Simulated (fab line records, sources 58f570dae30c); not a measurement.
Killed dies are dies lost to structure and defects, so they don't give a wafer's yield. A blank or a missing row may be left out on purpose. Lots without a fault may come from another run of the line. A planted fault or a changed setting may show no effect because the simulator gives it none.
Which tool did it? | flow berkeley_cmos170 | 14 lots, 42 wafers sampled, at 4 steps of a route of 331

WHAT THE GAUGES READ, wafer by wafer
UCB170_ACTIVE_CD_MEAS_13: target cd 1200 nm. Usual: cd_nm 1199.6 nm, standard deviation 1.5.
lot  | measured    | on        | cd_nm (nm)           | flag
L133 | day 4 07:40 | cd_sem-01 | 1196.5 1198.4 1198.2 |
L132 | day 4 06:06 | cd_sem-02 | 1200.1 1199.2 1201.1 |
L134 | day 4 08:11 | cd_sem-02 | 1201.2 1202.0 1201.1 |
L135 | day 4 12:05 | cd_sem-02 | 1199.8 1200.0 1200.0 |
L137 | day 4 14:40 | cd_sem-01 | 1197.8 1199.9 1198.8 |
L136 | day 4 14:48 | cd_sem-02 | 1201.4 1202.4 1203.1 |
L138 | day 5 04:21 | cd_sem-02 | 1198.6 1197.6 1198.3 |
L142 | day 6 00:04 | cd_sem-02 | 1197.8 1197.9 1197.0 |
L143 | day 6 03:46 | cd_sem-01 | 1202.1 1200.5 1201.0 |
L145 | day 6 15:56 | cd_sem-02 | 1198.5 1200.2 1198.7 |
L147 | day 7 03:51 | cd_sem-02 | 1197.8 1195.9 1196.0 |
L149 | day 7 21:25 | cd_sem-01 | 1199.7 1200.0 1199.9 |
L150 | day 8 01:53 | cd_sem-01 | 1201.1 1199.6 1200.3 |
L155 | day 9 04:16 | cd_sem-01 | 1198.3 1199.3 1198.7 |

UCB170_PFIELD_OVL_MEAS_06. Usual: PFIELD_OVL -3 nm, standard deviation 5.7.
lot  | measured    | on         | PFIELD_OVL (nm) | flag
L133 | day 4 10:32 | overlay-01 | -3 3 -8         |
L132 | day 4 08:01 | overlay-01 | 1 -5 1          |
L134 | day 4 11:31 | overlay-01 | -3 -7 -1        |
L135 | day 4 14:13 | overlay-02 | 2 -11 0         |
L137 | day 4 16:28 | overlay-01 | -9 -11 -10      |
L136 | day 4 16:44 | overlay-02 | 1 -8 5          |
L138 | day 5 05:56 | overlay-02 | -13 2 -14       |
L142 | day 6 04:42 | overlay-02 | -5 -2 7         |
L143 | day 6 06:03 | overlay-02 | 9 14 18         |
L145 | day 6 17:35 | overlay-01 | -7 -5 -8        |
L147 | day 7 05:28 | overlay-02 | -5 -7 -4        |
L149 | day 7 23:23 | overlay-01 | 2 3 2           |
L150 | day 8 04:29 | overlay-01 | -12 -9 -4       |
L155 | day 9 05:52 | overlay-01 | -4 -15 -5       |

WHICH TOOL RAN EACH LOT (tool, then ch and the chambers of the sampled wafers, then the start)
lot  | UCB170_NWELL_ETCH_13              | UCB170_PFIELD_EXPOSE_03
L133 | rie_diel-02 ch 1,2,3, day 2 08:08 | krf_scanner-01 ch 0, day 4 09:50
L132 | rie_diel-01 ch 0,1,2, day 2 08:25 | krf_scanner-01 ch 0, day 4 07:37
L134 | rie_diel-02 ch 0,1, day 2 12:32   | krf_scanner-02 ch 0, day 4 10:30
L135 | rie_diel-04 ch 1,2,3, day 2 21:07 | krf_scanner-01 ch 0, day 4 13:43
L137 | rie_diel-01 ch 2,3, day 3 02:32   | krf_scanner-02 ch 0, day 4 16:06
L136 | rie_diel-04 ch 0,1,3, day 3 02:51 | krf_scanner-01 ch 0, day 4 16:19
L138 | rie_diel-01 ch 0,1,2, day 3 09:05 | krf_scanner-01 ch 0, day 5 05:33
L142 | rie_diel-01 ch 0,1,3, day 4 06:49 | krf_scanner-01 ch 0, day 6 03:58
L143 | rie_diel-04 ch 0,3, day 4 10:38   | krf_scanner-01 ch 0, day 6 05:33
L145 | rie_diel-01 ch 0,1,2, day 4 19:23 | krf_scanner-01 ch 0, day 6 17:09
L147 | rie_diel-02 ch 0,2,3, day 5 08:17 | krf_scanner-02 ch 0, day 7 05:05
L149 | rie_diel-04 ch 1,2, day 5 21:43   | krf_scanner-02 ch 0, day 7 22:44
L150 | rie_diel-02 ch 1,2,3, day 6 02:48 | krf_scanner-02 ch 0, day 8 03:40
L155 | rie_diel-01 ch 0,1,3, day 7 07:47 | krf_scanner-02 ch 0, day 9 05:30
- UCB170_NWELL_ETCH_13: etches Si3N4 in CH3F/Ar/O2, stops on SiO2, target depth 246.4 nm, time 154 s.
- UCB170_PFIELD_EXPOSE_03: exposes mask PFIELD, target cd 1500 nm.

WHAT THE TOOLS THEMSELVES READ (means of the sampled wafers that have a number; where no wafer has one, the mark that the record gives instead)
UCB170_NWELL_ETCH_13. Usual: drypump_motor_current_A 5.6 A, standard deviation 0.49; oes_product_au 0.947 a.u., standard deviation 0.011; throttle_valve_pct 8.03 %, standard deviation 0.13.
lot  | tool        | drypump_motor_current_A (A) | oes_product_au (a.u.) | throttle_valve_pct (%) | flag
L133 | rie_diel-02 | 5.7                         | 0.940                 | 8.15                   |
L132 | rie_diel-01 | 5.4                         | 0.938                 | 8.02                   |
L134 | rie_diel-02 | 5.8                         | 0.957                 | 8.08                   |
L135 | rie_diel-04 | 5.4                         | 0.948                 | 8.05                   |
L137 | rie_diel-01 | 5.8                         | 0.954                 | 7.87                   |
L136 | rie_diel-04 | 5.8                         | 0.951                 | 8.05                   |
L138 | rie_diel-01 | 5.4                         | 0.938                 | 8.00                   |
L142 | rie_diel-01 | 5.6                         | 0.953                 | 7.92                   |
L143 | rie_diel-04 | 6.0                         | 0.953                 | 8.02                   |
L145 | rie_diel-01 | 5.4                         | 0.935                 | 7.99                   |
L147 | rie_diel-02 | 5.8                         | 0.942                 | 8.12                   |
L149 | rie_diel-04 | 5.6                         | 0.935                 | 8.05                   |
L150 | rie_diel-02 | 5.7                         | 0.951                 | 8.16                   |
L155 | rie_diel-01 | 5.6                         | 0.951                 | 7.93                   |

UCB170_PFIELD_EXPOSE_03. Usual: exposure_dose_mJ_cm2 29.99, standard deviation 0.033; reticle_temp_C 23.01 C, standard deviation 0.11.
lot  | tool           | exposure_dose_mJ_cm2 | reticle_temp_C (C) | flag
L133 | krf_scanner-01 | 30.00                | 22.95              |
L132 | krf_scanner-01 | 29.98                | 23.08              |
L134 | krf_scanner-02 | 29.96                | 22.95              |
L135 | krf_scanner-01 | 29.95                | 22.95              |
L137 | krf_scanner-02 | 29.97                | 22.96              |
L136 | krf_scanner-01 | 30.00                | 22.98              |
L138 | krf_scanner-01 | 29.21                | 23.07              | OFF
L142 | krf_scanner-01 | 29.24                | 22.91              | OFF
L143 | krf_scanner-01 | 29.19                | 23.03              | OFF
L145 | krf_scanner-01 | 29.24                | 22.92              | OFF
L147 | krf_scanner-02 | 30.00                | 23.07              |
L149 | krf_scanner-02 | 29.96                | 23.01              |
L150 | krf_scanner-02 | 29.99                | 23.13              |
L155 | krf_scanner-02 | 29.99                | 23.04              |

THE ANSWER, worked out from the rows above alone
Rule: a lot is off if the mean of its wafers that have a number lies more than 3 standard deviations from the usual mean. A lot without any number at a reading at which 4 lots or more have one is off too. The other lots that the step has rows for count as sound. The gauges are gone through in route order, then the tools' own readings, and for those a lot's mean is taken as printed above. The first step at which some lot is off is used, and at that step the reading that is off furthest; a lot without a number counts as furthest.
Off: L138, L142, L143, L145, at UCB170_PFIELD_EXPOSE_03 (exposure_dose_mJ_cm2).
A tool fits if, at that step or a process step before it, it ran every lot that is off, and no sound lot after the first of them. One fits: krf_scanner-01 at UCB170_PFIELD_EXPOSE_03. Its last sound lot is L136 (day 4 16:19), its first lot that is off L138 (day 5 05:33): a fault that began between those two fits.
The tool's own readings at UCB170_PFIELD_EXPOSE_03 bear it out: on the lots that are off they differ by more than 5 times the standard deviation of the sound lots' means. exposure_dose_mJ_cm2 reads 29.22 there against 29.98 on the sound lots.

WHAT THE SIMULATOR HAD PUT IN
Process parameter drift: krf_scanner-01, from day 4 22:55 on, at UCB170_PFIELD_EXPOSE_03. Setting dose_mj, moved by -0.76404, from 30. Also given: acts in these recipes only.
Lots struck among those shown: L138, L142, L143, L145. The rule above found the same.
